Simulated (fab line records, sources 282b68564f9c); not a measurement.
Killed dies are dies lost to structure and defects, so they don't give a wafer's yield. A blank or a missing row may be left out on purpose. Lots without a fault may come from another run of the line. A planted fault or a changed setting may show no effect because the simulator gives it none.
Which tool did it? | flow rit_cmos | 13 lots, 39 wafers sampled, at 5 steps of a route of 202

WHAT THE GAUGES READ, wafer by wafer
RIT_FOX2_THK_MEAS_01. Usual: FOX2_OXIDE_THK 350 nm, standard deviation 6.3.
lot  | measured    | on            | FOX2_OXIDE_THK (nm) | flag
L847 | day 1 23:59 | film_metro-04 | 339 340 339         |
L849 | day 2 05:24 | film_metro-01 | 345 351 345         |
L848 | day 2 05:25 | film_metro-04 | 352 345 348         |
L850 | day 2 16:22 | film_metro-02 | 355 357 352         |
L852 | day 3 03:39 | film_metro-04 | 354 355 358         |
L853 | day 3 10:19 | film_metro-04 | 363 354 360         |
L856 | day 3 18:37 | film_metro-04 | 353 350 354         |
L862 | day 4 22:19 | film_metro-01 | 342 355 352         |
L865 | day 5 13:34 | film_metro-02 | 346 355 344         |
L866 | day 5 18:53 | film_metro-04 | 358 357 356         |
L868 | day 6 05:58 | film_metro-02 | 344 346 342         |
L869 | day 6 10:10 | film_metro-04 | 347 344 349         |
L870 | day 6 16:12 | film_metro-04 | 351 355 350         |

RIT_GATE_THK_MEAS_09. Usual: GATE_POLY_THK 249.8 nm, standard deviation 2.5.
lot  | measured    | on            | GATE_POLY_THK (nm) | flag
L847 | day 2 23:59 | film_metro-04 | 247.3 249.2 248.6  |
L849 | day 3 08:39 | film_metro-04 | 247.5 248.8 248.1  |
L848 | day 3 08:40 | film_metro-01 | 254.0 250.9 252.0  |
L850 | day 3 15:19 | film_metro-02 | 251.3 251.4 251.7  |
L852 | day 4 02:11 | film_metro-02 | 246.3 247.6 243.2  |
L853 | day 4 05:12 | film_metro-02 | 250.3 249.4 251.7  |
L856 | day 4 14:24 | film_metro-01 | 370.1 370.4 372.2  | OFF
L862 | day 5 16:20 | film_metro-04 | 243.2 245.7 244.1  |
L865 | day 6 07:05 | film_metro-04 | 247.9 246.5 246.6  |
L866 | day 6 11:28 | film_metro-02 | 249.0 250.1 250.1  |
L868 | day 7 01:55 | film_metro-04 | 253.4 249.6 253.1  |
L869 | day 7 06:11 | film_metro-04 | 249.6 249.2 248.6  |
L870 | day 7 10:58 | film_metro-02 | 253.6 251.7 252.1  |

RIT_PLDD_OVL_MEAS_06. Usual: PLDD_OVL -0.4 nm, standard deviation 1.4.
lot  | measured    | on         | PLDD_OVL (nm)  | flag
L847 | day 3 11:28 | overlay-01 | -0.1 0.1 1.4   |
L849 | day 3 17:08 | overlay-02 | -0.9 -0.7 -0.1 |
L848 | day 3 17:31 | overlay-02 | -1.2 -0.3 -0.4 |
L850 | day 3 22:44 | overlay-02 | -0.5 -1.7 -0.9 |
L852 | day 4 09:57 | overlay-02 | 1.9 0.8 -0.5   |
L853 | day 4 12:22 | overlay-02 | 1.3 1.7 0.2    |
L862 | day 5 23:47 | overlay-02 | -1.7 -0.9 -3.4 |
L865 | day 6 14:41 | overlay-02 | -0.6 1.7 -1.4  |
L866 | day 6 18:33 | overlay-02 | 1.1 -0.7 -0.6  |
L868 | day 7 09:07 | overlay-01 | -0.8 1.4 1.2   |
L869 | day 7 13:37 | overlay-01 | 0.8 2.1 1.5    |
L870 | day 7 18:07 | overlay-02 | -3.3 -2.4 -2.6 |

WHICH TOOL RAN EACH LOT (tool, then ch and the chambers of the sampled wafers, then the start)
lot  | RIT_GATE_CVD_08            | RIT_GATE_ETCH_19
L847 | lpcvd-01 ch 0, day 2 22:20 | rie_si-02 ch 2,3, day 3 01:11
L849 | lpcvd-02 ch 1, day 3 07:02 | rie_si-01 ch 0,2,3, day 3 09:52
L848 | lpcvd-02 ch 0, day 3 07:02 | rie_si-02 ch 0,2,3, day 3 10:07
L850 | lpcvd-01 ch 1, day 3 13:42 | rie_si-01 ch 0,1,3, day 3 16:57
L852 | lpcvd-02 ch 1, day 4 00:32 | rie_si-01 ch 1,2, day 4 03:36
L853 | lpcvd-02 ch 1, day 4 03:34 | rie_si-02 ch 0,1, day 4 06:25
L856 | lpcvd-01 ch 0, day 4 12:47 | rie_si-01 ch 1,2, day 4 15:46
L862 | lpcvd-02 ch 1, day 5 14:42 | rie_si-01 ch 0,2, day 5 17:35
L865 | lpcvd-02 ch 1, day 6 05:26 | rie_si-02 ch 0,1, day 6 08:16
L866 | lpcvd-02 ch 0, day 6 09:50 | rie_si-01 ch 2,3, day 6 12:48
L868 | lpcvd-01 ch 0, day 7 00:16 | rie_si-01 ch 1,2,3, day 7 03:06
L869 | lpcvd-02 ch 1, day 7 04:32 | rie_si-02 ch 0,1, day 7 07:25
L870 | lpcvd-02 ch 0, day 7 09:21 | rie_si-01 ch 1,2,3, day 7 12:19
- RIT_GATE_CVD_08: deposits poly-Si from SiH4, target thk 250 nm, time 2220 s.
- RIT_GATE_ETCH_19: etches poly-Si in SF6/CHF3/O2, stops on SiO2, time 165 s, target depth 312.5 nm.

WHAT THE TOOLS THEMSELVES READ (means of the sampled wafers that have a number; where no wafer has one, the mark that the record gives instead)
RIT_GATE_ETCH_19. Usual: O2_flow_sccm 5.001 sccm, standard deviation 0.015; chamber_pressure_mTorr 40.00 mTorr, standard deviation 0.038; drypump_motor_current_A 5.97 A, standard deviation 0.28; oes_product_au 0.850 a.u., standard deviation 0.011; throttle_valve_pct 10.25 %, standard deviation 0.14.
lot  | tool      | O2_flow_sccm (sccm) | chamber_pressure_mTorr (mTorr) | drypump_motor_current_A (A) | oes_product_au (a.u.) | throttle_valve_pct (%) | flag
L847 | rie_si-02 | 5.018               | 40.00                          | 5.95                        | 0.847                 | 10.40                  |
L849 | rie_si-01 | 5.004               | 39.98                          | 5.95                        | 0.842                 | 10.08                  |
L848 | rie_si-02 | 4.978               | 40.00                          | 5.98                        | 0.860                 | 10.33                  |
L850 | rie_si-01 | 5.007               | 40.00                          | 5.77                        | 0.864                 | 10.10                  |
L852 | rie_si-01 | 5.010               | 40.04                          | 6.13                        | 0.837                 | 10.25                  |
L853 | rie_si-02 | 5.002               | 39.95                          | 6.10                        | 0.852                 | 10.31                  |
L856 | rie_si-01 | 5.013               | 39.96                          | 5.97                        | 1.012                 | 10.26                  | OFF
L862 | rie_si-01 | 5.005               | 40.02                          | 6.26                        | 0.829                 | 10.14                  |
L865 | rie_si-02 | 4.987               | 40.00                          | 6.12                        | 0.844                 | 10.30                  |
L866 | rie_si-01 | 5.012               | 40.00                          | 6.04                        | 0.845                 | 10.17                  |
L868 | rie_si-01 | 4.995               | 40.00                          | 5.82                        | 0.849                 | 10.19                  |
L869 | rie_si-02 | 5.006               | 40.00                          | 6.00                        | 0.844                 | 10.35                  |
L870 | rie_si-01 | 5.010               | 40.04                          | 5.85                        | 0.851                 | 10.19                  |

THE ANSWER, worked out from the rows above alone
Rule: a lot is off if the mean of its wafers that have a number lies more than 3 standard deviations from the usual mean. A lot without any number at a reading at which 4 lots or more have one is off too. The other lots that the step has rows for count as sound. The gauges are gone through in route order, then the tools' own readings, and for those a lot's mean is taken as printed above. The first step at which some lot is off is used, and at that step the reading that is off furthest; a lot without a number counts as furthest.
Off: L856, at RIT_GATE_THK_MEAS_09 (GATE_POLY_THK).
A tool fits if, at a process step before that reading, it ran every lot that is off, and no sound lot after the first of them. The gauges at RIT_GATE_THK_MEAS_09 aren't tried: what is off there is off at RIT_GATE_ETCH_19 too, on other tools, and a gauge's error can't cause that. None of those tried fits.

WHAT THE SIMULATOR HAD PUT IN
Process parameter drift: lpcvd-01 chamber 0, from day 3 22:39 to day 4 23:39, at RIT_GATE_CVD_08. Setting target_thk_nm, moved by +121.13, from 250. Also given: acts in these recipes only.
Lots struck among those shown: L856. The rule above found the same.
